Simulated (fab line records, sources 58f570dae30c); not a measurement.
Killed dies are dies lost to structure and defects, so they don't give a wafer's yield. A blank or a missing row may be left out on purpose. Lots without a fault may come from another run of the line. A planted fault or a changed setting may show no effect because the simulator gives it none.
Chamber matching | flow berkeley_cmos170 | UCB170_GATE_ETCH_15 on rie_si-01: 4 sister chambers
The step etches poly-Si in HBr/Cl2, stops on SiO2, time 56.3 s, target depth 278.2 nm. 4 wafers are shown with their chamber, then 8 later ones without.

WAFERS WITH THEIR CHAMBER
wafer  | chamber | throttle_valve_pct (%)
L617.6 | 3       | 26.28
L619.5 | 1       | 26.06
L619.6 | 0       | 26.33
L622.2 | 2       | 26.39

WAFERS WITHOUT THEIR CHAMBER
wafer  | throttle_valve_pct (%)
L622.4 | 26.32
L622.6 | 26.07
L631.1 | 26.33
L631.2 | 26.10
L631.6 | 26.28
L635.3 | 26.32
L635.5 | 26.28
L635.6 | 26.38

WHICH CHAMBER EACH WENT THROUGH
wafer  | from the rows above     | in truth
L622.4 | can't be placed: 0 or 3 | 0
L622.6 | 1                       | 1
L631.1 | 0                       | 0
L631.2 | 1                       | 1
L631.6 | 3                       | 3
L635.3 | can't be placed: 0 or 3 | 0
L635.5 | 3                       | 3
L635.6 | 2                       | 2
Placed correctly: 6 of 8. Can't be placed from these rows: 2 (the true chamber is among the candidates in 2). Placed wrongly: 0.
How it was worked out, from the rows above alone: a wafer's distance from a chamber is the root of the sum, over the readings, of the square of ((its reading less the chamber's mean) divided by the reading's scatter). The wafer belongs to the nearest chamber; if the next one is less than 2 further off, it can't be placed. A chamber's mean is the mean of its shown wafers. The scatter: with one shown wafer a chamber, the root of the mean of the squares of how far each hidden wafer lies from its nearest shown one.
